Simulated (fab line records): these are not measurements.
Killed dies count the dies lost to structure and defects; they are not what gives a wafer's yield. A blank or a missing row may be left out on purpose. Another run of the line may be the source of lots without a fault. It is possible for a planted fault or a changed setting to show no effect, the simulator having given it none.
fab line records | flow rit_cmos
record: lots: 6 wafers: 18 last_day: 7
route steps=202 shown PSD@150 SDANNEAL@153 NSD@158 PLDD@159 NLDD@160 SILICIDE@161 M1@202
lots untouched by any fault: they come from a run of this same line in which no faults occurred
start_h: the number of hours between the record's first day and the start of the first shown wafer of the lot | wait_h: hours elapsed since this lot's preceding step | " repeats the value in the row above | L1.1+2: several wafers, shown together as one row | - no value, or no start given | * or withheld: withheld | < > ~ a bound
route shown NAME@n: a module of which the file shows steps, and the number in the route of the first | usual: average and standard deviation across the fault-free wafers | same: alike in all rows | chamber/n: place in a boat | sites: readings site by site | _std_site: how widely they spread, as a standard deviation | _edge_site: mean of outer sites minus mean of inner sites | radius_mm: for every site, how far away it sits from the centre of the wafer | mask NAME#n: copy n | behind: tool/chamber where the wafer was last shaped | hold: reason for holding the lot/hours on hold/outcome of the hold | device: the transistor (n, p or np) that didn't switch | end of line: at the end of the route, the tests of the same wafers | a step with no rows: only its recipe | killed: dies lost to structure and defects at the first sort, not the wafer's yield | map: per-die view of a wafer (x killed, . not killed, _ where there is no die)
set.NAME: the setting the step ran with; set.NAME@STEP: the setting that earlier step ran with | model.NAME: the simulator's own value behind a step, which no gauge read
a table for each step, a row for each wafer; lots at some steps of the route
services: the hour from which a tool's chamber was out of use, counted from the record's first day as start_h (under 0 if before that day), plus the number of hours and why
== steps ==
step: RIT_PSD_IMPLANT_08
recipe: species: BF2 energy_kev: 27 dose_cm2: 4.94e+15 tilt_deg: 7
step: RIT_PSD_STRIP_09
recipe: chemistry: O2 time_s: 180 resist: NOVOLAK platen_temp_c: withheld power_w: 500 pressure_mtorr: 4000 o2_flow_sccm: 4000
usual: drypump_motor_current_A: 5.6/0.43
columns lot.wafer tool chamber start_h wait_h drypump_motor_current_A rf_hours_counter_h
L101.1 plasma_asher-04 0 75.04 0.1 4.9 28
L101.2 " 1 " " 5.5 28
L101.3 " 1 " " 5.5 -
L103.2 plasma_asher-04 1 83.11 0.1 5.5 29
L103.3 " 0 " " 4.9 -
L103.5 " 1 " " 5.5 -
L109.2 plasma_asher-03 0 113.07 0.1 5.8 50
L109.4 " 0 " " 5.8 -
L109.5 " 1 " " 5.4 -
L111.1 plasma_asher-01 1 124.79 0.1 6.2 48
L111.3 " 1 " " 6.3 -
L111.4 " 0 " " 5.4 -
L112.1 plasma_asher-04 1 129.93 0.1 5.5 34
L112.3 " 1 " " 5.5 -
L112.4 " 0 " " 4.9 -
L117.2 plasma_asher-04 1 153.83 0.1 5.5 37
L117.3 " 0 " " 4.9 -
L117.5 " 1 " " 5.5 -
step: RIT_PSD_TW_MEAS_10
usual: PSD_TW: 3417/48
columns lot.wafer tool chamber start_h wait_h PSD_TW
L101.1 film_metro-02 - 75.22 0.1 3499
L101.2 " - " " 3484
L101.3 " - " " 3498
L103.2 film_metro-04 - 83.30 0.1 3395
L103.3 " - " " 3390
L103.5 " - " " 3381
L109.2 film_metro-03 - 113.26 0.1 3376
L109.4 " - " " 3389
L109.5 " - " " 3393
L111.1 film_metro-02 - 124.97 0.1 3493
L111.3 " - " " 3489
L111.4 " - " " 3488
L112.1 film_metro-04 - 130.11 0.1 3397
L112.3 " - " " 3367
L112.4 " - " " 3394
L117.2 film_metro-03 - 154.01 0.1 3375
L117.3 " - " " 3379
L117.5 " - " " 3381
step: RIT_SDANNEAL_CLEAN_00
recipe: chemistry: SC1 mix: 3:3:50 time_s: 600 temp_c: 75
step: RIT_SDANNEAL_CLEAN_01
recipe: chemistry: dHF dilution: 50:1 time_s: 30
step: RIT_SDANNEAL_CLEAN_02
recipe: chemistry: SC2 mix: 3:3:50 time_s: 600 temp_c: 75 dry: n2_spin
step: RIT_SDANNEAL_RTA_03
recipe: temp_c: 1050 time_s: 5 idle_temp_c: 600 ramp_up_c_per_s: 342 ramp_down_c_per_s: 171 cool_to_c: 600 ambient: N2
usual: chamber_o2_ppm: 1.996/0.022 wafer_temp_C_max: 1053.5/1.1
columns lot.wafer tool chamber start_h wait_h chamber_o2_ppm wafer_temp_C_max
L101.1 rtp_anneal-01 0 75.64 0.0 1.999 1054.4
L101.2 " 0 " " 1.984 1055.6
L101.3 " 0 " " 1.992 1054.2
L103.2 rtp_anneal-01 0 83.76 0.0 2.004 1052.5
L103.3 " 0 " " 2.013 1052.3
L103.5 " 0 " " 1.988 1053.0
L109.2 rtp_anneal-01 0 113.69 0.0 1.970 1053.4
L109.4 " 0 " " 1.979 1052.7
L109.5 " 0 " " 2.026 1053.8
L111.1 rtp_anneal-01 0 125.41 0.0 1.991 1052.8
L111.3 " 0 " " 2.013 1052.4
L111.4 " 0 " " 2.003 1052.9
L112.1 rtp_anneal-02 0 130.55 0.0 1.983 1054.5
L112.3 " 0 " " 1.992 1053.3
L112.4 " 0 " " 2.014 1053.3
L117.2 rtp_anneal-01 0 154.44 0.0 2.028 1052.2
L117.3 " 0 " " 2.016 1053.1
L117.5 " 0 " " 2.009 1055.0
step: RIT_SDANNEAL_RS_MEAS_04
recipe: thk_meas_gauge: four-point-probe
usual: PSD_RS: 116.0/0.35
columns lot.wafer tool chamber start_h wait_h PSD_RS[ohm/sq]
L101.1 film_metro-04 - 75.70 0.0 116.3
L101.2 " - " " 116.5
L101.3 " - " " 116.1
L103.2 film_metro-03 - 83.83 0.1 115.9
L103.3 " - " " 115.8
L103.5 " - " " 115.9
L109.2 film_metro-02 - 113.75 0.1 115.7
L109.4 " - " " 116.0
L109.5 " - " " 116.2
L111.1 film_metro-03 - 125.53 0.1 116.3
L111.3 " - " " 116.1
L111.4 " - " " 115.8
L112.1 film_metro-03 - 130.61 0.0 115.6
L112.3 " - " " 116.2
L112.4 " - " " 116.0
L117.2 film_metro-02 - 154.51 0.1 115.7
L117.3 " - " " 115.8
L117.5 " - " " 116.0
step: RIT_SDANNEAL_RS_MEAS_05
recipe: thk_meas_gauge: four-point-probe
usual: NSD_RS: 84.49/0.29
columns lot.wafer tool chamber start_h wait_h NSD_RS[ohm/sq]
L101.1 film_metro-04 - 75.82 0.1 84.86
L101.2 " - " " 85.16
L101.3 " - " " 85.22
L103.2 film_metro-03 - 83.95 0.1 84.57
L103.3 " - " " 84.76
L103.5 " - " " 84.66
L109.2 film_metro-02 - 113.87 0.1 84.62
L109.4 " - " " 84.58
L109.5 " - " " 84.93
L111.1 film_metro-03 - 125.65 0.1 84.10
L111.3 " - " " 84.37
L111.4 " - " " 84.12
L112.1 film_metro-03 - 130.73 0.1 84.59
L112.3 " - " " 84.80
L112.4 " - " " 84.84
L117.2 film_metro-02 - 154.63 0.1 84.17
L117.3 " - " " 84.39
L117.5 " - " " 84.25
step: RIT_SDANNEAL_RS_MEAS_06
recipe: thk_meas_gauge: four-point-probe
usual: PLDD_RS: 178.4/0.45
columns lot.wafer tool chamber start_h wait_h PLDD_RS[ohm/sq]
L101.1 film_metro-04 - 75.94 0.1 178.5
L101.2 " - " " 178.7
L101.3 " - " " 178.3
L103.2 film_metro-03 - 84.07 0.1 178.4
L103.3 " - " " 178.2
L103.5 " - " " 179.3
L109.2 film_metro-02 - 113.99 0.1 178.1
L109.4 " - " " 177.9
L109.5 " - " " 178.6
L111.1 film_metro-03 - 125.77 0.1 178.3
L111.3 " - " " 178.1
L111.4 " - " " 178.1
L112.1 film_metro-03 - 130.85 0.1 177.8
L112.3 " - " " 179.0
L112.4 " - " " 178.3
L117.2 film_metro-02 - 154.75 0.1 178.2
L117.3 " - " " 177.9
L117.5 " - " " 177.8
step: RIT_SDANNEAL_RS_MEAS_07
recipe: thk_meas_gauge: four-point-probe
usual: NLDD_RS: 151.5/0.69
columns lot.wafer tool chamber start_h wait_h NLDD_RS[ohm/sq]
L101.1 film_metro-04 - 76.06 0.1 152.9
L101.2 " - " " 152.5
L101.3 " - " " 153.2
L103.2 film_metro-03 - 84.19 0.1 150.7
L103.3 " - " " 150.3
L103.5 " - " " 150.8
L109.2 film_metro-02 - 114.11 0.1 151.5
L109.4 " - " " 151.0
L109.5 " - " " 150.6
L111.1 film_metro-03 - 125.89 0.1 150.3
L111.3 " - " " 150.4
L111.4 " - " " 149.9
L112.1 film_metro-03 - 130.97 0.1 151.7
L112.3 " - " " 151.8
L112.4 " - " " 151.4
L117.2 film_metro-02 - 154.87 0.1 151.4
L117.3 " - " " 152.3
L117.5 " - " " 152.5
step: RIT_SILICIDE_WET_ETCH_00
recipe: chemistry: BOE target: SiO2 target_depth_nm: 14 time_s: 15 dry: n2_spin dilution: 10:1 temp_c: 21.5
step: RIT_SILICIDE_SPUTTER_01
recipe: material: Ti target_thk_nm: 30 power_w: 350 chamber_pressure_pa: 0.6962 gas: Ar time_s: 240 substrate_temp_c: 25
usual: throttle_valve_pct: 30.0/0.74
columns lot.wafer tool chamber start_h wait_h throttle_valve_pct model.Ti_of_SILICIDE_SPUTTER_01.thk_nm
L101.1 pvd_sputter-03 - 76.20 0.0 29.7 30.22
L101.2 " - " " 30.1 30.29
L101.3 " - " " 29.6 29.95
L103.2 pvd_sputter-02 - 84.30 0.0 30.9 29.7
L103.3 " - " " 30.7 29.82
L103.5 " - " " 30.7 29.74
L109.2 pvd_sputter-02 - 114.23 0.0 30.8 29.34
L109.4 " - " " 28.8 29.54
L109.5 " - " " 29.2 25.11
L111.1 pvd_sputter-02 - 126.02 0.0 29.4 25.18
L111.3 " - " " 28.8 30.1
L111.4 " - " " 30.8 29.9
L112.1 pvd_sputter-04 - 131.10 0.0 30.9 29.88
L112.3 " - " " 29.6 29.91
L112.4 " - " " 30.0 29.77
L117.2 pvd_sputter-04 - 154.98 0.0 29.8 29.59
L117.3 " - " " 31.1 29.37
L117.5 " - " " 30.8 29.03
step: RIT_SILICIDE_RS_MEAS_02
recipe: thk_meas_gauge: four-point-probe reads: Ti_of_SILICIDE_SPUTTER_01
usual: SILICIDE_TI_RS: 52.6/0.74
columns lot.wafer tool chamber start_h wait_h SILICIDE_TI_RS[ohm/sq]
L101.1 film_metro-04 - 76.35 0.1 51.5
L101.2 " - " " 51.3
L101.3 " - " " 52.0
L103.2 film_metro-03 - 84.47 0.1 52.5
L103.3 " - " " 52.2
L103.5 " - " " 52.5
L109.2 film_metro-03 - 114.40 0.1 53.2
L109.4 " - " " 52.9
L109.5 " - " " 65.0
L111.1 film_metro-04 - 126.17 0.1 65.0
L111.3 " - " " 51.7
L111.4 " - " " 52.2
L112.1 film_metro-04 - 131.25 0.1 52.3
L112.3 " - " " 52.2
L112.4 " - " " 52.6
L117.2 film_metro-01 - 155.15 0.1 52.9
L117.3 " - " " 53.5
L117.5 " - " " 54.2
step: RIT_SILICIDE_THK_MEAS_03
recipe: thk_meas_gauge: xrf reads: Ti_of_SILICIDE_SPUTTER_01
usual: SILICIDE_TI_THK: 29.1/0.32
columns lot.wafer tool chamber start_h wait_h SILICIDE_TI_THK[nm]
L101.1 film_metro-04 - 76.47 0.1 29.6
L101.2 " - " " 29.6
L101.3 " - " " 29.4
L103.2 film_metro-03 - 84.58 0.1 29.3
L103.3 " - " " 29.4
L103.5 " - " " 29.3
L109.2 film_metro-03 - 114.51 0.1 29.0
L109.4 " - " " 29.1
L109.5 " - " " 24.8
L111.1 film_metro-04 - 126.29 0.1 24.7
L111.3 " - " " 29.6
L111.4 " - " " 29.3
L112.1 film_metro-04 - 131.37 0.1 29.2
L112.3 " - " " 29.3
L112.4 " - " " 29.4
L117.2 film_metro-01 - 155.26 0.1 28.9
L117.3 " - " " 28.7
L117.5 " - " " 28.4
step: RIT_SILICIDE_RTA_04
recipe: temp_c: 650 time_s: 10 idle_temp_c: 25 ramp_up_s: 5 ramp_down_s: 5 cool_to_c: 25 ambient: N2
usual: chamber_o2_ppm: 1.997/0.021 wafer_temp_C_max: 652.3/0.62
columns lot.wafer tool chamber start_h wait_h chamber_o2_ppm wafer_temp_C_max
L101.1 rtp_anneal-02 0 76.53 0.1 1.988 652.3
L101.2 " 0 " " 2.007 652.3
L101.3 " 0 " " 1.986 654.0
L103.2 rtp_anneal-02 0 84.64 0.1 2.030 653.0
L103.3 " 0 " " 2.032 653.1
L103.5 " 0 " " 1.979 652.8
L109.2 rtp_anneal-02 0 114.57 0.1 1.961 652.4
L109.4 " 0 " " 1.955 652.6
L109.5 " 0 " " 1.991 652.7
L111.1 rtp_anneal-02 0 126.35 0.1 2.029 653.5
L111.3 " 0 " " 1.972 651.9
L111.4 " 0 " " 1.992 652.5
L112.1 rtp_anneal-01 0 131.43 0.1 2.026 651.8
L112.3 " 0 " " 1.994 652.5
L112.4 " 0 " " 1.979 652.0
L117.2 rtp_anneal-02 0 155.32 0.1 2.030 653.2
L117.3 " 0 " " 1.988 652.6
L117.5 " 0 " " 1.976 653.2
step: RIT_M1_PROBE_99
usual: killed_at_contacts: 0.1/0.24 killed_at_front_end: 7.1/2.8 killed_dies: 7.2/2.8 killed_on_rim: 1.8/1.4 killed_open: 3.6/2.1 killed_short: 3.6/1.9
same: gross_dies: 264 killed_at_M0_to_M3: 0 killed_at_M4_up: 0 killed_at_back_side: 0 killed_at_other: 0
columns lot.wafer tool chamber start_h wait_h killed_at_contacts killed_at_front_end killed_dies killed_on_rim killed_open killed_short model.etest.npoly_line.line_ohm_um model.etest.ppoly_line.line_ohm_um model.etest.contact_pplus.end_ohm_um model.etest.contact_nplus.end_ohm_um model.etest.npoly_line.rs_ohm_sq model.etest.ppoly_line.rs_ohm_sq model.etest.npoly_sal.rs_ohm_sq model.etest.ppoly_sal.rs_ohm_sq
L101.1 prober-02 - 83.16 0.1 0 6 6 1 5 1 166.4 162.5 44.68 41.33 16.9 16.43 4.355 4.342
L101.2 prober-02 - 83.21 0.1 1 6 7 0 2 5 169.7 162 45.7 42.12 16.79 16.45 4.351 4.313
L101.3 prober-02 - 83.26 0.2 0 5 5 0 1 4 169.1 163.2 44.43 41.73 17.07 16.59 4.411 4.393
L103.2 prober-02 - 91.11 0.1 0 8 8 2 4 4 167.2 157.5 43.85 40.56 17.15 16.68 4.417 4.359
L103.3 prober-02 - 91.16 0.2 0 7 7 1 5 2 172.4 164.1 45.21 41.74 17.1 16.58 4.356 4.382
L103.5 prober-02 - 91.26 0.2 0 4 4 0 3 1 173.9 169.5 43.86 42.58 17.14 16.74 4.383 4.378
L109.2 prober-01 - 121.37 0.1 0 9 9 1 2 7 175.2 169 44.63 41.54 17.29 16.82 4.49 4.439
L109.4 prober-01 - 121.47 0.2 0 6 6 1 4 2 174.5 166.7 44.6 41.98 17.27 16.67 4.437 4.397
L109.5 prober-01 - 121.52 0.2 0 9 9 4 5 4 190.3 182.3 40.27 35.59 19.46 18.75 5.088 5.073
L111.1 prober-01 - 133.09 0.1 0 5 5 2 1 4 176 170.1 39.2 35.28 19.36 18.67 5.064 5.029
L111.3 prober-01 - 133.19 0.2 0 6 6 2 6 0 159.4 154.2 43.85 39.55 16.88 16.47 4.299 4.269
L111.4 prober-01 - 133.24 0.2 0 10 10 2 4 6 162.8 156.6 43.65 40.37 17 16.51 4.363 4.331
L112.1 prober-02 - 138.02 0.1 0 3 3 1 3 0 176.1 167.3 43.82 40.76 17.18 16.55 4.357 4.324
L112.3 prober-02 - 138.12 0.2 0 4 4 2 0 4 171.9 164.4 43.57 41 17.06 16.6 4.356 4.303
L112.4 prober-02 - 138.17 0.2 0 7 7 1 2 5 165.7 161.2 43.68 40.58 17.06 16.49 4.353 4.295
L117.2 prober-01 - 161.93 0.1 0 11 11 4 7 4 158.4 152.2 43.57 41.5 17.1 16.64 4.382 4.337
L117.3 prober-01 - 161.98 0.2 0 5 5 0 2 3 160.3 154.9 44.71 41.15 17.17 16.64 4.403 4.38
L117.5 prober-01 - 162.08 0.2 0 4 4 0 3 1 162.2 157.6 44.9 40.02 17.42 16.84 4.453 4.398
killed by level:class
L101.1 SILICIDE:geometric_particle:open=3 GATE:geometric_particle:short=1 GATE:geometric_particle:open=1 REOX:geometric_particle:open=1
L101.2 SPACER:geometric_particle:short=2 FOX2:geometric_particle:short=1 REOX:geometric_particle:open=1 SILICIDE:geometric_particle:open=1 SILICIDE:geometric_particle:short=1 CONTACT:geometric_particle:short=1
L101.3 FOX1:geometric_particle:short=2 GATE:geometric_particle:open=1 REOX:geometric_particle:short=1 SPACER:geometric_particle:short=1
L103.2 FOX1:geometric_particle:short=2 GATE:geometric_particle:short=2 GATE:geometric_particle:open=2 SPACER:geometric_particle:open=2
L103.3 REOX:geometric_particle:open=3 FOX1:geometric_particle:short=2 FOX1:geometric_particle:open=1 GATE:geometric_particle:open=1
L103.5 GATE:geometric_particle:open=2 FOX1:geometric_particle:open=1 SILICIDE:geometric_particle:short=1
L109.2 GATE:geometric_particle:short=3 FOX2:geometric_particle:short=2 GATE:geometric_particle:open=1 REOX:geometric_particle:open=1 REOX:geometric_particle:short=1 SPACER:geometric_particle:short=1
L109.4 FOX1:geometric_particle:short=1 GATE:geometric_particle:open=1 REOX:geometric_particle:open=1 REOX:geometric_particle:short=1 SPACER:geometric_particle:open=1 SILICIDE:geometric_particle:open=1
L109.5 SPACER:geometric_particle:open=3 GATE:geometric_particle:open=2 SPACER:geometric_particle:short=2 FOX1:geometric_particle:short=1 GATE:geometric_particle:short=1
L111.1 GATE:geometric_particle:short=2 FOX2:geometric_particle:short=1 GATE:geometric_particle:open=1 REOX:geometric_particle:short=1
L111.3 ACTIVE:geometric_particle:open=2 SILICIDE:geometric_particle:open=2 FOX1:geometric_particle:open=1 GATE:geometric_particle:open=1
L111.4 GATE:geometric_particle:open=4 GATE:geometric_particle:short=2 SPACER:geometric_particle:short=2 FOX1:geometric_particle:short=1 REOX:geometric_particle:short=1
L112.1 FOX1:geometric_particle:open=1 SPACER:geometric_particle:open=1 SILICIDE:geometric_particle:open=1
L112.3 FOX1:geometric_particle:short=1 REOX:geometric_particle:short=1 SPACER:geometric_particle:short=1 SILICIDE:geometric_particle:short=1
L112.4 FOX1:geometric_particle:short=2 FOX1:geometric_particle:open=1 GATE:geometric_particle:open=1 REOX:geometric_particle:short=1 SPACER:geometric_particle:short=1 SILICIDE:geometric_particle:short=1
L117.2 GATE:geometric_particle:open=4 GATE:geometric_particle:short=3 FOX1:geometric_particle:open=2 REOX:geometric_particle:open=1 SILICIDE:geometric_particle:short=1
L117.3 GATE:geometric_particle:open=2 GATE:geometric_particle:short=1 SPACER:geometric_particle:short=1 SILICIDE:geometric_particle:short=1
L117.5 FOX1:geometric_particle:short=1 REOX:geometric_particle:open=1 SPACER:geometric_particle:open=1 SILICIDE:geometric_particle:open=1
== services ==
columns tool chamber start_h hours kind
pvd_sputter-04 - 53.22 0.9 repair
plasma_asher-04 - 55.52 12.9 repair
plasma_asher-01 - 61.46 1.8 repair
plasma_asher-03 - 96.68 6.2 repair
plasma_asher-01 - 128.92 8.7 repair
plasma_asher-03 - 147.66 7.8 repair
pvd_sputter-02 - 147.96 16.7 repair
== key ==
first_sign: step: RIT_SILICIDE_RS_MEAS_02 reading: SILICIDE_TI_RS direction: up sigmas: 17 usual: 52.6 struck: 65.0
effect: step: RIT_SILICIDE_THK_MEAS_03 reading: SILICIDE_TI_THK direction: down sigmas: 14 usual: 29.1 struck: 24.8
model_effect: step: RIT_SILICIDE_SPUTTER_01 value: Ti_of_SILICIDE_SPUTTER_01.thk_nm without: 29.71 struck: 25.14
model_effect: step: RIT_M1_PROBE_99 value: etest.npoly_line.line_ohm_um without: 166.5 struck: 183.2
met_at RIT_SILICIDE_SPUTTER_01
struck_wafers L109.5,L111.1
tester_left_out L109,L111
fault: kind: process_parameter_drift tool: pvd_sputter-02 chamber: - onset_h: 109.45 steps: RIT_SILICIDE_SPUTTER_01 channel: target_thk_nm offset: -4.6235 shape: step end_h: 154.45 acts_in: these_recipes_only stated: 30 scope: struck_wafers_only
tester_left_out: of these lots the tester's yield and bins aren't shown, on N5 and GAA mostly nor the transistor test; their killed dies are dies lost to structure and defects alone, not to doping, threshold or leakage, so they don't give the yield
